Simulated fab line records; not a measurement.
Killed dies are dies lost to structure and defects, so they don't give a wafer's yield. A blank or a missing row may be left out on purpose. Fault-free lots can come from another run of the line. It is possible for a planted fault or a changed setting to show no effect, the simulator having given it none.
Struck lot and sound lot, side by side | flow berkeley cmos170 | 18 out of 331 route steps
Sound: these wafers, L799.2, L799.4, L799.5. Wafers struck: L810.2, L810.3, L810.4. The cause comes at the end.
Each step with rows lists, per side, the tool, then ch with its chambers, then its first start. Under that, the readings that differ: sound wafers | struck wafers | difference of the means | sigmas: that difference in standard deviations of wafers without a fault.
alike: readings with means less than 2 such deviations apart, plus words and numbers identical on both sides. not compared: withheld readings, readings lacking a value on some wafer, bounds such as >300 that could conceal the same value, and numbers that have no deviation in the record and whose values overlap.
The two part at a step that has a row with sigmas, a row that says differs or no value, or rows on one side only. Numbers that don't overlap but have no deviation are shown without sigmas and don't part them. Lack of a reading on every wafer of one side parts them only where that side has two or more wafers.

first, 3 steps without rows for these wafers: UCB170_PSD_EXPOSE_03 (exposes mask PSELECT MOD, target cd 1200 nm); UCB170_PSD_PEB_04; UCB170_PSD_DEVELOP_05 (develop time 45 s).
UCB170_PSD_CD_MEAS_06: the cd target is 1200 nm.
  sound on cd sem-02 at day 6 22:02; struck on cd sem-02 at day 9 01:28
  alike: cd nm
UCB170_PSD_OVL_MEAS_07:
  sound on overlay-02 at day 6 22:09; struck on overlay-01 at day 9 01:34
  reading      | sound | struck  | difference | sigmas
  PSD_OVL (nm) | 6 7 6 | -8 -7 0 | -11        | -2
following that, these wafers have no rows for 1 step: UCB170_PSD_IMPLANT_08.
UCB170_PSD_STRIP_09: strips in O2.
  sound on plasma asher-01 ch 0,1, day 6 22:20; struck on plasma asher-01 ch 0,1, day 9 01:45
  alike: drypump motor current A, oes product au, strip time to endpoint s
  not compared: rf hours counter h
UCB170_PSD_TW_MEAS_10:
  sound on film metro-03 at day 6 22:26; struck on film metro-04 at day 9 01:52
  alike: PSD_TW
then, 4 steps without rows for these wafers: UCB170_PSD_CLEAN_11 (cleans in SPM, time 600 s); UCB170_NSD_HMDS_00 (prime time 60 s); UCB170_NSD_COAT_01 (resist thk 900 nm); UCB170_NSD_SOFTBAKE_02 (time 60 s).
UCB170_NSD_EXPOSE_03: exposes mask NSELECT MOD, target cd 1200 nm.
  sound on krf scanner-01 ch 0, day 6 23:47; struck on krf scanner-02 ch 0, day 9 04:17
  reading              | sound                | struck               | difference | sigmas
  exposure dose mJ cm2 | 30.015 30.022 30.015 | 35.510 35.464 35.519 | +5.480     | +99 or more
  alike: mask
then, 2 steps without rows for these wafers: UCB170_NSD_PEB_04; UCB170_NSD_DEVELOP_05 (develop time 45 s).
UCB170_NSD_CD_MEAS_06: the cd target is 1200 nm.
  sound on cd sem-02 at day 7 00:56; struck on cd sem-02 at day 9 04:59
  reading    | sound                | struck               | difference | sigmas
  cd nm (nm) | 1199.9 1200.8 1200.6 | 1231.6 1230.6 1231.5 | +30.8      | +21
UCB170_NSD_OVL_MEAS_07:
  sound on overlay-02 at day 7 01:02; struck on overlay-02 at day 9 05:06
  alike: NSD_OVL
UCB170_M3_PROBE_99:
  rows exist in the record for the struck wafers here (prober-02, day 10 10:26), but not for the sound ones

## WHERE THEY PART
Earliest at UCB170_PSD_OVL_MEAS_07; latest, in this record, at UCB170_M3_PROBE_99.

WHY: whatever the simulator had introduced
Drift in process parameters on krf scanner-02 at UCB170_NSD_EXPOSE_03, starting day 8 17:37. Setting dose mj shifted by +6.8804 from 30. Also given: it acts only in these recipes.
